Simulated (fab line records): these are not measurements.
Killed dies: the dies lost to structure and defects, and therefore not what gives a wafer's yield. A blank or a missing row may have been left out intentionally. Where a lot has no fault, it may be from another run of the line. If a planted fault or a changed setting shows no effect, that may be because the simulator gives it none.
What tool caused it?	flow berkeley_cmos170	Sampling: 7 lots, 21 wafers, 3 of 331 route steps

WHAT THE GAUGES READ, wafer by wafer
UCB170_GATE_OVL_MEAS_13.
lot	measured	on	GATE_OVL (nm)
L443	day 7 16:01	overlay-01	0 -1 1
L447	day 8 22:14	overlay-02	-8 -3 -5
L449	day 9 05:10	overlay-01	0 -5 -4
L453	day 9 20:46	overlay-01	6 4 -2
L455	day 10 04:02	overlay-01	-5 -2 -3
L457	day 11 01:55	overlay-02	16 11 6
L459	day 11 02:24	overlay-01	2 0 2

WHICH TOOL RAN EACH LOT (tool, then ch and the chambers of the sampled wafers, then the start)
lot	UCB170_PVT_SOFTBAKE_02	UCB170_GATE_OXIDATION_01
L443	litho_track-04 ch 0, day 7 03:03	furnace-02 ch 0, day 7 06:49
L447	litho_track-02 ch 0, day 8 04:20	furnace-01, day 8 11:12
L449	litho_track-04 ch 0, day 8 15:09	furnace-02 ch 0, day 8 20:11
L453	litho_track-03 ch 0, day 9 00:19	furnace-04 ch 0, day 9 06:44
L455	litho_track-03 ch 0, day 9 09:02	furnace-04 ch 0, day 9 13:53
L457	litho_track-04 ch 0, day 10 13:39	furnace-01 ch 0, day 10 16:44
L459	litho_track-03 ch 0, day 10 15:11	furnace-01 ch 0, day 10 16:44
- UCB170_PVT_SOFTBAKE_02: time 62.52 s.
- UCB170_GATE_OXIDATION_01: target thk 6.6 nm, ox time 1800 s.

THE ANSWER, worked out from the rows above alone
Rule: what is usual is taken from the lots themselves. Put in order of their means at a reading, lots are off if they are a third of the lots or fewer, leave a main group of 4 or more, and stand apart from it by a gap of 3 or more times the standard deviation of the main group's means; of several such gaps the widest counts. Not used: any main group whose means are identical at the precision the tables above print for the reading. Also off: a lot with no number at a reading for which 4 or more lots have one. All remaining lots with rows at the step are treated as sound.
No lot is off at any reading shown: from this, nothing can be told.

WHAT THE SIMULATOR HAD INSERTED
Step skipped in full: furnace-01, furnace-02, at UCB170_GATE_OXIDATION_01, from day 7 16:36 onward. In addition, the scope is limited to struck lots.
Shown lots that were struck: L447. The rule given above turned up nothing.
